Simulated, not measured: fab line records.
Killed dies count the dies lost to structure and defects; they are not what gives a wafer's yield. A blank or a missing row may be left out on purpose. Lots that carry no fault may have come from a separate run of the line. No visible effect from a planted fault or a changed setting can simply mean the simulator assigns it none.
The tool behind it: which one? / flow berkeley cmos170 / 14 lots, 42 wafers sampled, at 5 steps of a route of 331

## WHAT THE GAUGES SHOWED, per wafer
UCB170_PFIELD_TW_MEAS_09. Usual: PFIELD_TW gives 603 (standard deviation 4.5).
lot=L148; measured=day 5 06:56; on=film metro-02; PFIELD_TW=599 599 595; flag=
lot=L150; measured=day 5 18:22; on=film metro-03; PFIELD_TW=603 604 606; flag=
lot=L152; measured=day 5 18:38; on=film metro-01; PFIELD_TW=600 602 602; flag=
lot=L149; measured=day 5 19:22; on=film metro-01; PFIELD_TW=603 602 605; flag=
lot=L153; measured=day 6 08:09; on=film metro-03; PFIELD_TW=604 604 605; flag=
lot=L155; measured=day 6 08:44; on=film metro-03; PFIELD_TW=607 605 606; flag=
lot=L157; measured=day 6 22:00; on=film metro-01; PFIELD_TW=608 609 610; flag=
lot=L156; measured=day 6 22:46; on=film metro-03; PFIELD_TW=603 609 610; flag=
lot=L158; measured=day 7 12:52; on=film metro-02; PFIELD_TW=600 598 598; flag=
lot=L159; measured=day 7 13:25; on=film metro-02; PFIELD_TW=598 599 597; flag=
lot=L161; measured=day 7 23:46; on=film metro-01; PFIELD_TW=605 609 609; flag=
lot=L167; measured=day 9 01:59; on=film metro-03; PFIELD_TW=595 598 596; flag=
lot=L168; measured=day 9 12:43; on=film metro-01; PFIELD_TW=607 606 603; flag=
lot=L169; measured=day 9 13:19; on=film metro-03; PFIELD_TW=595 598 597; flag=

UCB170_PLDD_CD_MEAS_06: target cd 1200 nm. Usual: cd nm 1199.6 nm, standard deviation 1.3.
lot=L148; measured=day 7 17:19; on=cd sem-01; cd nm (nm)=1198.0 1199.3 1198.0; flag=
lot=L150; measured=day 8 06:57; on=cd sem-02; cd nm (nm)=1199.0 1199.6 1199.1; flag=
lot=L152; measured=day 8 07:07; on=cd sem-01; cd nm (nm)=1198.4 1199.0 1200.0; flag=
lot=L149; measured=day 8 06:49; on=cd sem-01; cd nm (nm)=1198.3 1197.8 1197.1; flag=
lot=L153; measured=day 8 23:53; on=cd sem-01; cd nm (nm)=1199.0 1199.9 1198.5; flag=
lot=L155; measured=day 8 23:39; on=cd sem-02; cd nm (nm)=1200.3 1202.2 1202.0; flag=
lot=L157; measured=day 9 16:13; on=cd sem-01; cd nm (nm)=1199.3 1199.4 1200.1; flag=
lot=L156; measured=day 9 15:39; on=cd sem-01; cd nm (nm)=1198.5 1197.5 1198.7; flag=
lot=L158; measured=day 9 23:50; on=cd sem-01; cd nm (nm)=1200.2 1198.6 1199.2; flag=
lot=L159; measured=day 10 00:05; on=cd sem-02; cd nm (nm)=1200.3 1199.1 1199.6; flag=
lot=L161; measured=day 10 15:23; on=cd sem-01; cd nm (nm)=1201.1 1200.4 1198.9; flag=
lot=L167; measured=day 11 20:23; on=cd sem-01; cd nm (nm)=1200.9 1201.1 1199.8; flag=
lot=L168; measured=day 12 00:49; on=cd sem-02; cd nm (nm)=1206.3 1211.7 1203.4; flag=OFF
lot=L169; measured=day 12 01:07; on=cd sem-01; cd nm (nm)=1209.9 1205.3 1207.5; flag=OFF

UCB170_PLDD_OVL_MEAS_07. Usual: PLDD_OVL gives 1 nm (standard deviation 6.4).
lot=L148; measured=day 7 17:26; on=overlay-02; PLDD_OVL (nm)=3 3 -1; flag=
lot=L150; measured=day 8 07:04; on=overlay-01; PLDD_OVL (nm)=3 0 9; flag=
lot=L152; measured=day 8 07:13; on=overlay-02; PLDD_OVL (nm)=10 -2 10; flag=
lot=L149; measured=day 8 06:56; on=overlay-02; PLDD_OVL (nm)=0 -6 -4; flag=
lot=L153; measured=day 8 23:57; on=overlay-02; PLDD_OVL (nm)=2 -1 9; flag=
lot=L155; measured=day 8 23:46; on=overlay-01; PLDD_OVL (nm)=8 7 4; flag=
lot=L157; measured=day 9 16:19; on=overlay-02; PLDD_OVL (nm)=7 11 14; flag=
lot=L156; measured=day 9 15:46; on=overlay-02; PLDD_OVL (nm)=2 0 3; flag=
lot=L158; measured=day 9 23:58; on=overlay-01; PLDD_OVL (nm)=-5 1 5; flag=
lot=L159; measured=day 10 00:12; on=overlay-02; PLDD_OVL (nm)=10 9 10; flag=
lot=L161; measured=day 10 15:31; on=overlay-02; PLDD_OVL (nm)=-1 -1 -4; flag=
lot=L167; measured=day 11 20:31; on=overlay-02; PLDD_OVL (nm)=-11 6 -2; flag=
lot=L168; measured=day 12 00:56; on=overlay-01; PLDD_OVL (nm)=-6 10 1; flag=
lot=L169; measured=day 12 01:13; on=overlay-01; PLDD_OVL (nm)=-4 -12 0; flag=

UCB170_SILICIDE_THK_MEAS_03: measures by xrf. Usual: SILICIDE_TI_THK gives 30.0 nm (standard deviation 0.39).
lot=L148; measured=day 8 07:38; on=film metro-04; SILICIDE_TI_THK (nm)=29.4 29.7 29.4; flag=
lot=L150; measured=day 8 23:53; on=film metro-03; SILICIDE_TI_THK (nm)=30.5 30.6 30.6; flag=
lot=L152; measured=day 8 23:37; on=film metro-03; SILICIDE_TI_THK (nm)=30.2 30.2 30.2; flag=
lot=L149; measured=day 8 23:22; on=film metro-03; SILICIDE_TI_THK (nm)=30.1 29.9 30.0; flag=
lot=L153; measured=day 9 17:31; on=film metro-03; SILICIDE_TI_THK (nm)=29.0 29.3 30.2; flag=
lot=L155; measured=day 9 17:00; on=film metro-03; SILICIDE_TI_THK (nm)=30.1 30.3 30.0; flag=
lot=L157; measured=day 10 07:58; on=film metro-03; SILICIDE_TI_THK (nm)=29.9 30.3 30.2; flag=
lot=L156; measured=day 10 07:34; on=film metro-03; SILICIDE_TI_THK (nm)=30.1 29.9 30.0; flag=
lot=L158; measured=day 10 14:06; on=film metro-03; SILICIDE_TI_THK (nm)=29.8 29.8 29.9; flag=
lot=L159; measured=day 10 14:41; on=film metro-03; SILICIDE_TI_THK (nm)=30.0 30.2 29.9; flag=
lot=L161; measured=day 11 06:28; on=film metro-03; SILICIDE_TI_THK (nm)=29.3 30.2 30.1; flag=
lot=L167; measured=day 12 17:05; on=film metro-03; SILICIDE_TI_THK (nm)=29.9 29.7 30.1; flag=
lot=L168; measured=day 12 17:23; on=film metro-04; SILICIDE_TI_THK (nm)=30.3 30.0 30.0; flag=
lot=L169; measured=day 12 17:23; on=film metro-02; SILICIDE_TI_THK (nm)=30.5 30.7 30.2; flag=

## WHAT TOOL EACH LOT RAN ON (gives the tool, then ch and the chambers of the sampled wafers, and finally the start)
lot=L148; UCB170_PLDD_EXPOSE_03=krf scanner-02 ch 0, day 7 16:50
lot=L150; UCB170_PLDD_EXPOSE_03=krf scanner-01 ch 0, day 8 06:10
lot=L152; UCB170_PLDD_EXPOSE_03=krf scanner-02 ch 0, day 8 06:24
lot=L149; UCB170_PLDD_EXPOSE_03=krf scanner-01 ch 0, day 8 06:01
lot=L153; UCB170_PLDD_EXPOSE_03=krf scanner-02 ch 0, day 8 23:28
lot=L155; UCB170_PLDD_EXPOSE_03=krf scanner-01 ch 0, day 8 23:07
lot=L157; UCB170_PLDD_EXPOSE_03=krf scanner-01 ch 0, day 9 15:29
lot=L156; UCB170_PLDD_EXPOSE_03=krf scanner-01 ch 0, day 9 15:06
lot=L158; UCB170_PLDD_EXPOSE_03=krf scanner-02 ch 0, day 9 23:27
lot=L159; UCB170_PLDD_EXPOSE_03=krf scanner-01 ch 0, day 9 23:41
lot=L161; UCB170_PLDD_EXPOSE_03=krf scanner-01 ch 0, day 10 14:40
lot=L167; UCB170_PLDD_EXPOSE_03=krf scanner-01 ch 0, day 11 19:14
lot=L168; UCB170_PLDD_EXPOSE_03=krf scanner-02 ch 0, day 11 23:38
lot=L169; UCB170_PLDD_EXPOSE_03=krf scanner-02 ch 0, day 12 00:07
- UCB170_PLDD_EXPOSE_03: exposes mask PSELECT, target cd 1200 nm.

## AS READ BY THE TOOLS THEMSELVES (means over the sampled wafers that have a number; for cases with no such wafer, the mark the record gives instead)
The record holds no such reading with a usual standard deviation.

## THE ANSWER, worked out from the rows above alone
Rule: a lot counts as off when the mean over its wafers that have a number is more than 3 standard deviations away from the usual mean. Also off: a lot with no number at a reading for which 4 or more lots have one. Any other lot the step has rows for is counted as sound. Order of review: gauges by route order, followed by the tools' own readings, for which a lot's mean as printed above is used. At the first step where some lot is off, the reading lying furthest off is the one used; lots without a number count as furthest.
Off: L168, L169, at UCB170_PLDD_CD_MEAS_06 (cd nm).
If a tool, at a process step before that reading, ran all the lots that are off and no sound lot after the first of them, it fits. Those tools and the gauges at UCB170_PLDD_CD_MEAS_06 are tried in the same way. One candidate fits, namely krf scanner-02 at UCB170_PLDD_EXPOSE_03. Its last sound lot is L158 (day 9 23:27), its first lot that is off L168 (day 11 23:38): a fault that began between those two fits.

## WHAT THE SIMULATOR HAD INSERTED
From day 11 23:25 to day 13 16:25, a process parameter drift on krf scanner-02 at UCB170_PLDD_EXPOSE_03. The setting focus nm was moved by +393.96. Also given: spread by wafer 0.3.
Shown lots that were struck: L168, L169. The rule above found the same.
